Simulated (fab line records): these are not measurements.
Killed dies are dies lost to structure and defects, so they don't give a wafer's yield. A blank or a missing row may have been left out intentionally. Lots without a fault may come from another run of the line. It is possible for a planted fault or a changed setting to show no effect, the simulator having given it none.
One fault through the eyes of 2 desks ; flow berkeley_cmos170 ; what lay behind the numbers comes last; until then each desk has only its own

THE METROLOGY DESK
What the gauges read for every lot (on any tool): the sampled wafers with a number, averaged. The brackets show how far a lot's mean lies from the usual mean; more than 4 standard deviations puts the lot out of limits, marked OUT.
Columns: A = PWELL_TW at UCB170_PWELL_TW_MEAS_17, usual 379.6; B = cd_nm at UCB170_ACTIVE_CD_MEAS_13, usual 1200.3 nm
lot;first seen here;A;B
L790;day 3 08:54;380.1;1200.4
L789;day 3 09:11;381.2;1200.3
L792;day 3 12:16;379.7;1199.7
L791;day 3 12:31;380.9;1197.3
L794;day 4 06:28;375.0;1200.7
L797;day 4 18:23;382.7;1202.7
L798;day 5 05:03;377.7;1198.5
L803;day 6 03:07;382.8;1202.5
L801;day 6 03:08;376.2;1200.8
L802;day 6 03:17;382.7;1200.4
L805;day 6 10:25;382.9;1199.1
L806;day 6 14:41;376.4;1199.1
L807;day 6 17:52;380.5;1199.8
L811;day 7 14:13;379.0;1200.9
This desk's verdict: no lot among the 14 shows anything out of limits.

THE TOOL OWNER'S DESK: implanter-01
For each lot that ran on this tool, the mean over its sampled wafers that have a number, from the tool's own readings at UCB170_PWELL_IMPLANT_15. The brackets show how far a lot's mean lies from the usual mean; more than 4 standard deviations puts the lot out of limits, marked OUT.
Columns: A = dose_ions_cm2 at UCB170_PWELL_IMPLANT_15, usual 5e+12
lot;first seen here;A
L792;day 3 12:01;5e+12
L797;day 4 18:09;5e+12
L798;day 5 04:48;5e+12 (+23) OUT
L802;day 6 03:02;5e+12 (+24) OUT
This desk's finding: out of limits on L798, L802; first on L798, day 5 04:48 (dose_ions_cm2 at UCB170_PWELL_IMPLANT_15). In limits: L792, L797.

BROUGHT TOGETHER
At day 5 04:48, on L798, L802, the tool owner's desk was in a position to raise an alarm.
Metrology desk: nothing out of limits seen.
The metrology desk holds a record of L798, L802, inside its limits.
UCB170_PWELL_IMPLANT_15 was run on implanter-01 by each of the lots named.

WHAT HAD BEEN PUT IN BY THE SIMULATOR
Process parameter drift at UCB170_PWELL_IMPLANT_15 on implanter-01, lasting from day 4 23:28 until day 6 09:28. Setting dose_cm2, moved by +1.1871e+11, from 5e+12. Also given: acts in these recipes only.
Shown lots that were struck: L798, L802.
Each desk's first reading out of limits, in hours after the fault started: the tool owner's desk, 5.
